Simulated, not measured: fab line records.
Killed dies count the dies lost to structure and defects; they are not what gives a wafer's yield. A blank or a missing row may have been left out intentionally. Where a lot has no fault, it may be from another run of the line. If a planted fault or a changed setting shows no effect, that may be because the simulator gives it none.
Tool commonality check | flow berkeley-cmos170 | Lots sampled 15, wafers sampled 45

== THE REASON FOR OPENING IT ==
UCB170_PSD_OVL_MEAS_07, reading PSD_OVL: flagged on 3 of 15 lots. No-fault wafers: -3 nm, standard deviation 5.2.
Rule: a lot is flagged when every wafer of it that has a number lies more than 4 standard deviations from that mean, or none has a number. The rest of the lots are taken to be sound.

lot  | measured     | on         | PSD_OVL (nm), wafer by wafer | flag
L189 | day 7 17:39  | overlay-02 | -13 -2 -4                    |
L188 | day 7 17:56  | overlay-01 | 2 3 -6                       |
L190 | day 8 01:58  | overlay-02 | -3 -4 -4                     |
L191 | day 8 16:17  | overlay-02 | 7 5 2                        |
L192 | day 8 16:19  | overlay-01 | -7 -3 0                      |
L195 | day 9 10:32  | overlay-02 | -5 -11 -12                   |
L196 | day 10 13:31 | overlay-01 | 4 7 1                        |
L198 | day 10 13:40 | overlay-02 | -168 -163 -163               | FLAGGED
L201 | day 10 14:11 | overlay-02 | -10 -5 -6                    |
L199 | day 10 14:14 | overlay-01 | -163 -174 -165               | FLAGGED
L197 | day 10 14:24 | overlay-02 | -165 -162 -168               | FLAGGED
L200 | day 10 14:31 | overlay-01 | -9 -10 -3                    |
L204 | day 11 11:22 | overlay-01 | 5 1 -14                      |
L207 | day 12 01:44 | overlay-02 | -4 -4 -13                    |
L209 | day 12 22:19 | overlay-02 | -6 -2 0                      |
On average the flagged lots' numbers are -166 nm, which is -163 nm against the usual, or -31 standard deviations.

== LOT BY LOT: THE TOOL USED ==
The record keeps 1 process step preceding the reading, out of 331 steps on the route. Cell contents, in order: the tool; ch with the chambers the sampled wafers went through; the start.
lot  | flag    | UCB170_PSD_EXPOSE_03
L189 |         | krf-scanner-02 ch 0, day 7 16:59
L188 |         | krf-scanner-01 ch 0, day 7 17:20
L190 |         | krf-scanner-02 ch 0, day 8 01:15
L191 |         | krf-scanner-02 ch 0, day 8 15:28
L192 |         | krf-scanner-01 ch 0, day 8 15:41
L195 |         | krf-scanner-02 ch 0, day 9 10:02
L196 |         | krf-scanner-01 ch 0, day 10 12:08
L198 | FLAGGED | krf-scanner-02 ch 0, day 10 12:24
L201 |         | krf-scanner-01 ch 0, day 10 12:38
L199 | FLAGGED | krf-scanner-02 ch 0, day 10 12:52
L197 | FLAGGED | krf-scanner-02 ch 0, day 10 13:01
L200 |         | krf-scanner-01 ch 0, day 10 13:18
L204 |         | krf-scanner-01 ch 0, day 11 10:23
L207 |         | krf-scanner-01 ch 0, day 12 01:14
L209 |         | krf-scanner-01 ch 0, day 12 21:37
These steps, and what they do:
- UCB170_PSD_EXPOSE_03: exposes mask PSELECT MOD, target cd 1200 nm.
- UCB170_PSD_OVL_MEAS_07

== FLAGGED OVER TOTAL, TOOL BY TOOL (the gauges that took the reading come last) ==
step                   | tool           | lots run | flagged | share of the flagged lots | sound lots run after its first flagged lot
UCB170_PSD_EXPOSE_03   | krf-scanner-01 | 8        | 0       | none                      | -
UCB170_PSD_EXPOSE_03   | krf-scanner-02 | 7        | 3       | all                       | 0
UCB170_PSD_OVL_MEAS_07 | overlay-01     | 6        | 1       | some                      | 2 (L200,L204)
UCB170_PSD_OVL_MEAS_07 | overlay-02     | 9        | 2       | some                      | 3 (L201,L207,L209)

== WHAT THE TABLE PERMITS ==
All flagged lots share 1 row of the table, namely krf-scanner-02 at UCB170_PSD_EXPOSE_03.
- krf-scanner-02 at UCB170_PSD_EXPOSE_03 ran 7 lots, 3 of them flagged. Last sound lot L195 at day 9 10:02, first flagged lot L198 at day 10 12:24; a fault beginning in between fits.
Left over: one tool, krf-scanner-02 at UCB170_PSD_EXPOSE_03.

== WHAT THE SIMULATOR HAD INSERTED ==
Scanner matching overlay: krf-scanner-02, from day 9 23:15 on, at UCB170_PSD_EXPOSE_03. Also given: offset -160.
Shown lots that were struck: L198, L199, L197. This agrees with what the rule above found.
